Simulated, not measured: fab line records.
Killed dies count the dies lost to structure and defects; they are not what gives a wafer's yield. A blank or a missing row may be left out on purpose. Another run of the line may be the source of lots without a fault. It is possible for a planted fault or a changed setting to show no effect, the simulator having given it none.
Check for tools in common -- flow berkeleyCmos170 -- 15 lots, 54 wafers sampled

REASON FOR OPENING
Flagged at UCB170_PLDD_CD_MEAS_06: reading cdNm, on 3 of 15 lots. Wafers without a fault read 1199.9 nm, standard deviation 1.5.
Rule: flag the lot when none of its wafers has a number, or when each of its wafers that has one lies beyond 4 standard deviations from that mean. The rest of the lots are taken to be sound.

lot,measured,on,"cdNm (nm), wafer by wafer",flag
L493,day 7 04:47,cdSem-02,1198.3 1198.0 1197.3,
L495,day 7 14:40,cdSem-01,1201.2 1199.8 1200.8,
L494,day 7 15:15,cdSem-02,1199.6 1200.9 1199.6,
L496,day 8 06:52,cdSem-02,1201.3 1201.2 1198.7,
L500,day 8 14:49,cdSem-01,1201.1 1201.7 1203.5,
L499,day 8 15:04,cdSem-02,1200.3 1201.1 1200.7,
L503,day 9 18:33,cdSem-01,1199.5 1200.2 1199.4,
L504,day 9 18:41,cdSem-02,1200.9 1200.6 1199.9,
L507,day 10 01:04,cdSem-02,1182.7 1183.1 1183.9 1183.0 1182.6 1184.1,FLAGGED
L505,day 10 01:21,cdSem-02,1182.8 1184.1 1183.0 1183.1 1184.1 1182.9,FLAGGED
L509,day 10 18:08,cdSem-01,1196.3 1197.4 1196.6,
L508,day 10 18:23,cdSem-02,1186.7 1185.7 1186.4 1186.3 1186.1 1185.9,FLAGGED
L512,day 11 02:42,cdSem-01,1199.5 1197.9 1199.8,
L514,day 11 09:07,cdSem-02,1199.7 1200.2 1198.5,
L513,day 11 09:23,cdSem-02,1198.2 1199.5 1199.0,
Average over the flagged lots: 1184.2 nm; offset from the usual -15.7 nm, equal to -10 standard deviations.

TOOL THAT RAN EACH LOT
The record holds 1 process step before the reading, out of a route of 331 steps. In each cell: the tool, then ch and the chambers that the sampled wafers went through, then the start.
lot,flag,UCB170_PLDD_DEVELOP_05
L493,,"lithoTrack-02 ch 0, day 7 04:00"
L495,,"lithoTrack-03 ch 0, day 7 14:00"
L494,,"lithoTrack-03 ch 0, day 7 15:00"
L496,,"lithoTrack-02 ch 0, day 8 06:00"
L500,,"lithoTrack-04 ch 0, day 8 14:00"
L499,,"lithoTrack-03 ch 0, day 8 14:00"
L503,,"lithoTrack-04 ch 0, day 9 18:00"
L504,,"lithoTrack-02 ch 0, day 9 18:00"
L507,FLAGGED,"lithoTrack-02 ch 0, day 10 00:00"
L505,FLAGGED,"lithoTrack-02 ch 0, day 10 01:00"
L509,,"lithoTrack-03 ch 0, day 10 18:00"
L508,FLAGGED,"lithoTrack-02 ch 0, day 10 18:00"
L512,,"lithoTrack-03 ch 0, day 11 02:00"
L514,,"lithoTrack-03 ch 0, day 11 08:00"
L513,,"lithoTrack-03 ch 0, day 11 09:00"
What is done by these steps:
- UCB170_PLDD_DEVELOP_05: develop time 45 s.
- UCB170_PLDD_CD_MEAS_06: target cd 1200 nm.

FLAGGED AGAINST TOTAL, ONE TOOL AT A TIME (gauges that did the reading follow at the end)
step,tool,lots run,flagged,share of the flagged lots,sound lots run after its first flagged lot
UCB170_PLDD_DEVELOP_05,lithoTrack-02,6,3,all,0
UCB170_PLDD_DEVELOP_05,lithoTrack-03,7,0,none,-
UCB170_PLDD_DEVELOP_05,lithoTrack-04,2,0,none,-
UCB170_PLDD_CD_MEAS_06,cdSem-01,5,0,none,-
UCB170_PLDD_CD_MEAS_06,cdSem-02,10,3,all,"2 (L514,L513)"

WHAT THE TABLE ALLOWS
Rows of the table that ran all the flagged lots, 2 in number: lithoTrack-02 at UCB170_PLDD_DEVELOP_05; cdSem-02 at UCB170_PLDD_CD_MEAS_06.
- lithoTrack-02 at UCB170_PLDD_DEVELOP_05 ran 6 lots, 3 of them flagged. A fault beginning between L504 (day 9 18:00), its last sound lot, and L507 (day 10 00:00), its first flagged one, fits the data.
- cdSem-02 at UCB170_PLDD_CD_MEAS_06 ran 10 lots, 3 of them flagged. After the first flagged lot (L514, L513), sound lots still ran on it; a lasting fault on the whole tool would not permit that.
lithoTrack-02 at UCB170_PLDD_DEVELOP_05 is the single tool remaining.

WHAT THE SIMULATOR PUT IN
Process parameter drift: lithoTrack-02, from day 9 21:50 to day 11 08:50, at UCB170_PLDD_DEVELOP_05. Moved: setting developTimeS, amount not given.
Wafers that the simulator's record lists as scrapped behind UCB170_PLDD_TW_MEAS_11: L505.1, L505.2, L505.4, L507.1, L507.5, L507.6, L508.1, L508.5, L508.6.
Shown lots that were struck: L507, L505, L508. Same finding as the rule above.
